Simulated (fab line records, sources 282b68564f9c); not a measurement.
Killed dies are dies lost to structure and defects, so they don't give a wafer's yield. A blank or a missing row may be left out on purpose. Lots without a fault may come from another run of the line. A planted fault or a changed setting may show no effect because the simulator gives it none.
One fault seen from 2 desks | flow rit_cmos | each desk has only its own numbers; what lay behind them comes last

THE TOOL OWNER'S DESK: implanter-03
The tool's own readings at RIT_NRETRO_IMPLANT_08: means of the sampled wafers that have a number, for each lot that ran on this tool. A lot is out of limits, marked OUT, if its mean lies more than 4 standard deviations from the usual mean; the brackets give that distance.
Columns: A = dose_ions_cm2 at RIT_NRETRO_IMPLANT_08, usual 9.997e+12; B = faraday_current_uA at RIT_NRETRO_IMPLANT_08, usual 31.7
lot  | first seen here | A                           | B
L348 | day 2 07:50     | 9.993e+12                   | 31.5
L353 | day 3 10:05     | 1.000e+13                   | 31.7
L356 | day 4 03:26     | 9.992e+12                   | 31.5
L359 | day 4 19:09     | 9.991e+12                   | 31.9
L364 | day 6 03:45     | 1.595e+13 (+99 or more) OUT | 50.7 (+35) OUT
L367 | day 6 18:34     | 1.595e+13 (+99 or more) OUT | 51.0 (+36) OUT
This desk's finding: out of limits on L364, L367; first on L364, day 6 03:45 (dose_ions_cm2 at RIT_NRETRO_IMPLANT_08). In limits: L348, L353, L356, L359.

THE METROLOGY DESK
What the gauges read, lot by lot, whatever tool the lot ran on: means of the sampled wafers that have a number. A lot is out of limits, marked OUT, if its mean lies more than 4 standard deviations from the usual mean; the brackets give that distance.
Columns: A = NRETRO_TW at RIT_NRETRO_TW_MEAS_10, usual 1046
lot  | first seen here | A
L348 | day 2 08:09     | 1042
L349 | day 2 13:14     | 1041
L351 | day 2 23:26     | 1044
L353 | day 3 10:23     | 1047
L355 | day 3 19:29     | 1050
L356 | day 4 03:46     | 1054
L357 | day 4 08:44     | 1044
L359 | day 4 19:29     | 1047
L364 | day 6 04:05     | 1220 (+31) OUT
L365 | day 6 04:19     | 1042
L369 | day 6 18:46     | 1054
L367 | day 6 18:50     | 1206 (+29) OUT
L371 | day 7 04:40     | 1041
L370 | day 7 06:07     | 1052
This desk's finding: out of limits on L364, L367; first on L364, day 6 04:05 (NRETRO_TW at RIT_NRETRO_TW_MEAS_10). In limits: L348, L349, L351, L353, L355, L356, L357, L359, L365, L369, L371, L370.

PUT TOGETHER
The tool owner's desk could have raised an alarm at day 6 03:45, on L364, L367.
The metrology desk could have raised an alarm at day 6 04:05, on L364, L367.
Of the lots named, all ran RIT_NRETRO_IMPLANT_08 on implanter-03.

WHAT THE SIMULATOR HAD PUT IN
Process parameter drift: implanter-03, from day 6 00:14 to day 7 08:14, at RIT_NRETRO_IMPLANT_08. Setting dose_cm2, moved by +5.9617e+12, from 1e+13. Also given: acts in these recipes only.
Lots struck among those shown: L364, L367.
Hours from the fault's start to each desk's first reading out of limits: the tool owner's desk, 4; the metrology desk, 4.
